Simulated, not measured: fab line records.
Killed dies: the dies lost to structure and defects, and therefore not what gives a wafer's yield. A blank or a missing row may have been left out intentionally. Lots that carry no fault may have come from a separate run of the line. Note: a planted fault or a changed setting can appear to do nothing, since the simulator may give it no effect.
fab line records ; flow rit_cmos
[record] lots = 5; wafers = 15; last_day = 7
route steps=202 shown ACTIVE@19 FOX1@20 FOX2@23 NWELL@28 M1@202
lots with no fault: from the same line, run without faults
start_h: hours from the record's first day to the start of the lot's first wafer shown ; wait_h: hours since the lot's step before ; " as in the row above ; L1.1+2: several wafers, shown together as one row ; - no value, or no start was given ; * or withheld: withheld ; < > ~ a bound
route shown NAME@n: names a module that has steps shown in the file, with the first one's number in the route ; usual: average and standard deviation across the fault-free wafers ; same: alike in all rows ; chamber/n: place in a boat ; sites: per-site readings ; _std_site: the values' standard deviation ; _edge_site: mean of outer sites minus mean of inner sites ; radius_mm: how far each site lies from the wafer's centre ; mask NAME#n: copy n ; behind: the last tool/chamber to shape the wafer ; hold: why the lot went on hold/how many hours it stayed there/how the hold came to an end ; device: the n, p or np transistor that did not switch ; end of line: tests of these same wafers at the route's end ; a step without rows: its recipe alone ; killed: the dies lost at the first sort to structure and to defects; this is not the yield of the wafer ; map: a wafer's dies, x killed, . not, _ none there
set.NAME: the setting as run; set.NAME@STEP: as run at that earlier step ; model.NAME: the simulator's own value behind a step, which no gauge read
a table for each step, a row for each wafer; lots at some steps of the route
services: from which hour (start_h, from the record's first day; less than 0 if before it) a tool's chamber was out of use, for how many hours, and why
[[steps]]
[step RIT_ACTIVE_CLEAN_17]
[recipe] chemistry = SC2; mix = 3:3:50; time_s = 600; temp_c = 75; dry = n2_spin
[step RIT_FOX1_OXIDATION_00]
[recipe] temp_c = 1100; ambient = H2O; target_thk_a = 3507; p_h2o_torr = 720; ox_time_s = 1130
[step RIT_FOX1_THK_MEAS_01]
[recipe] reads = SiO2_of_FOX1_OXIDATION_00
[usual] FOX1_OXIDE_THK = 351/5.3
lot.wafer;tool;chamber;start_h;wait_h;FOX1_OXIDE_THK[nm]
L546.1;film_metro-02;-;49.00;0.0;348
L546.2;film_metro-02;-;49.00;0.0;348
L546.3;film_metro-02;-;49.00;0.0;347
L547.2;film_metro-02;-;62.47;0.0;350
L547.5;film_metro-02;-;62.47;0.0;350
L547.6;film_metro-02;-;62.47;0.0;345
L548.2;film_metro-04;-;62.47;0.0;340
L548.5;film_metro-04;-;62.47;0.0;346
L548.6;film_metro-04;-;62.47;0.0;352
L559.2;film_metro-02;-;113.92;0.0;360
L559.4;film_metro-02;-;113.92;0.0;355
L559.5;film_metro-02;-;113.92;0.0;353
L561.2;film_metro-01;-;122.78;0.0;350
L561.4;film_metro-01;-;122.78;0.0;350
L561.6;film_metro-01;-;122.78;0.0;348
[step RIT_FOX1_WET_ETCH_02]
[recipe] chemistry = BOE; target_depth_nm = 350; time_s = 390; temp_c = 21.5; dry = n2_spin; dilution = 10:1; target = SiO2
[step RIT_FOX2_OXIDATION_00]
[recipe] temp_c = 1100; ambient = H2O; target_thk_a = 3507; p_h2o_torr = 720; ox_time_s = 1130
[step RIT_FOX2_THK_MEAS_01]
[recipe] reads = SiO2_of_FOX2_OXIDATION_00
[usual] FOX2_OXIDE_THK = 352/5.5
lot.wafer;tool;chamber;start_h;wait_h;FOX2_OXIDE_THK[nm]
L546.1;film_metro-03;-;53.05;0.0;344
L546.2;film_metro-03;-;53.05;0.0;346
L546.3;film_metro-03;-;53.05;0.0;344
L547.2;film_metro-03;-;74.67;0.0;348
L547.5;film_metro-03;-;74.67;0.0;355
L547.6;film_metro-03;-;74.67;0.0;349
L548.2;film_metro-02;-;74.67;0.0;346
L548.5;film_metro-02;-;74.67;0.0;351
L548.6;film_metro-02;-;74.67;0.0;349
L559.2;film_metro-02;-;115.41;0.0;364
L559.4;film_metro-02;-;115.41;0.0;358
L559.5;film_metro-02;-;115.41;0.0;359
L561.2;film_metro-04;-;126.63;0.0;347
L561.4;film_metro-04;-;126.63;0.0;345
L561.6;film_metro-04;-;126.63;0.0;342
[step RIT_FOX2_CLEAN_02]
[recipe] chemistry = dHF; dilution = 50:1; time_s = 180
[step RIT_FOX2_WET_ETCH_03]
[recipe] chemistry = H3PO4; target = Si3N4; target_depth_nm = 195; temp_c = 165; time_s = 2700
[step RIT_FOX2_THK_MEAS_90]
[recipe] reads = SiO2_of_FOX2_OXIDATION_00
[usual] FIELD_OXIDE_LEFT_1_THK = 325/5.6
lot.wafer;tool;chamber;start_h;wait_h;FIELD_OXIDE_LEFT_1_THK[nm]
L546.1;film_metro-04;-;54.00;0.0;316
L546.2;film_metro-04;-;54.00;0.0;318
L546.3;film_metro-04;-;54.00;0.0;317
L547.2;film_metro-04;-;75.62;0.0;321
L547.5;film_metro-04;-;75.62;0.0;328
L547.6;film_metro-04;-;75.62;0.0;321
L548.2;film_metro-02;-;75.62;0.0;319
L548.5;film_metro-02;-;75.62;0.0;323
L548.6;film_metro-02;-;75.62;0.0;322
L559.2;film_metro-04;-;116.36;0.0;337
L559.4;film_metro-04;-;116.36;0.0;330
L559.5;film_metro-04;-;116.36;0.0;332
L561.2;film_metro-03;-;127.51;0.0;320
L561.4;film_metro-03;-;127.51;0.0;318
L561.6;film_metro-03;-;127.51;0.0;315
[step RIT_NWELL_HMDS_00]
[recipe] prime_time_s = 60; prime_temp_c = 140
[step RIT_NWELL_COAT_01]
[recipe] resist = NOVOLAK; spin_rpm = 2000; resist_thk_nm = 1300
[step RIT_NWELL_SOFTBAKE_02]
[recipe] resist = NOVOLAK; temp_c = 90; time_s = 60
[step RIT_NWELL_EXPOSE_03]
[recipe] mask_id = M2; na = 0.57; target_cd_nm = 43900; dose_mj = 250
lot.wafer;tool;chamber;start_h;wait_h;mask
L546.1+2+3;iline_stepper-02;0;54.63;0.2;M2_R1#0
L547.2+5+6;iline_stepper-01;0;76.26;0.2;M2#0
L548.2+5+6;iline_stepper-02;0;76.50;0.5;M2#0
L559.2+4+5;iline_stepper-02;0;117.40;0.2;M2#0
L561.2+4+6;iline_stepper-02;0;128.15;0.2;M2#0
[step RIT_NWELL_PEB_04]
[recipe] resist = NOVOLAK; temp_c = withheld; time_s = withheld
[step RIT_M1_PROBE_99]
[usual] killed_at_contacts = 0.1/0.23; killed_at_front_end = 6.7/2.9; killed_dies = 6.8/2.9; killed_open = 3.5/2.1; killed_short = 3.2/1.9
[same] gross_dies = 264; killed_at_M0_to_M3 = 0; killed_at_M4_up = 0; killed_at_back_side = 0; killed_at_other = 0
lot.wafer;tool;chamber;start_h;wait_h;killed_at_contacts;killed_at_front_end;killed_dies;killed_open;killed_short
L546.1;prober-01;-;108.28;0.1;0;10;10;5;5
L546.2;prober-01;-;108.33;0.1;0;4;4;3;1
L546.3;prober-01;-;108.38;0.2;0;8;8;4;4
L547.2;prober-02;-;126.58;0.1;1;8;9;3;6
L547.5;prober-02;-;126.73;0.2;0;7;7;5;2
L547.6;prober-02;-;126.78;0.2;0;10;10;9;1
L559.2;prober-01;-;156.82;0.1;0;5;5;3;2
L559.4;prober-01;-;156.92;0.2;0;4;4;2;2
L559.5;prober-01;-;156.97;0.2;0;10;10;6;4
L561.2;prober-02;-;166.50;0.1;0;9;9;6;3
L561.4;prober-02;-;166.60;0.2;0;6;6;3;3
L561.6;prober-02;-;166.70;0.2;0;4;4;2;2
// killed by level:class
L546.1 GATE:geometric_particle:short=2 REOX:geometric_particle:short=2 GATE:geometric_particle:open=2 REOX:geometric_particle:open=1 SPACER:geometric_particle:open=1 SILICIDE:geometric_particle:short=1 SILICIDE:geometric_particle:open=1
L546.2 GATE:geometric_particle:open=2 FOX1:geometric_particle:short=1 REOX:geometric_particle:open=1
L546.3 GATE:geometric_particle:short=2 GATE:geometric_particle:open=2 FOX1:geometric_particle:short=1 REOX:geometric_particle:short=1 SPACER:geometric_particle:open=1 SILICIDE:geometric_particle:open=1
L547.2 REOX:geometric_particle:short=3 SPACER:geometric_particle:open=1 REOX:geometric_particle:open=1 SPACER:geometric_particle:short=1 SILICIDE:geometric_particle:open=1 SILICIDE:geometric_particle:short=1 CONTACT:geometric_particle:short=1
L547.5 REOX:geometric_particle:open=4 FOX2:geometric_particle:open=1 SPACER:geometric_particle:short=1 SILICIDE:geometric_particle:short=1
L547.6 SPACER:geometric_particle:open=5 GATE:geometric_particle:open=4 SPACER:geometric_particle:short=1
L559.2 FOX1:geometric_particle:open=1 FOX2:geometric_particle:open=1 GATE:geometric_particle:short=1 REOX:geometric_particle:short=1 SPACER:geometric_particle:open=1
L559.4 FOX2:geometric_particle:open=1 GATE:geometric_particle:open=1 GATE:geometric_particle:short=1 REOX:geometric_particle:short=1
L559.5 GATE:geometric_particle:open=2 SILICIDE:geometric_particle:short=2 FOX2:geometric_particle:open=1 FOX2:geometric_particle:short=1 REOX:geometric_particle:open=1 GATE:geometric_particle:short=1 SPACER:geometric_particle:open=1 SILICIDE:geometric_particle:open=1
L561.2 REOX:geometric_particle:open=3 REOX:geometric_particle:short=2 FOX1:geometric_particle:open=1 GATE:geometric_particle:open=1 SILICIDE:geometric_particle:short=1 SILICIDE:geometric_particle:open=1
L561.4 GATE:geometric_particle:short=2 GATE:geometric_particle:open=1 REOX:geometric_particle:open=1 SPACER:geometric_particle:short=1 SPACER:geometric_particle:open=1
L561.6 FOX1:geometric_particle:open=1 GATE:geometric_particle:open=1 REOX:geometric_particle:short=1 SILICIDE:geometric_particle:short=1
[[services]]
tool;chamber;start_h;hours;kind
iline_stepper-01;-;32.97;1.7;pm
iline_stepper-01;0;48.18;-;calibration
iline_stepper-01;-;61.82;1.3;repair
iline_stepper-02;0;65.64;-;calibration
iline_stepper-01;-;84.52;4.3;pm
iline_stepper-02;-;91.78;1.7;pm
[[key]]
[first_sign] step = RIT_NWELL_EXPOSE_03; reading = mask; direction = changed
effect none on later readings
met_at RIT_NWELL_EXPOSE_03
struck_wafers L546.1,L546.2,L546.3
tester_left_out L546
[fault] kind = wrong_mask; tool = any; chamber = -; onset_h = 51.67; steps = RIT_NWELL_EXPOSE_03; aux_copy = M2_R1#0; cd_offset_nm = 300; scope = struck_lots_only
// tester_left_out: of these lots the tester's yield and bins aren't shown, on N5 and GAA mostly nor the transistor test; their killed dies are dies lost to structure and defects alone, not to doping, threshold or leakage, so they don't give the yield
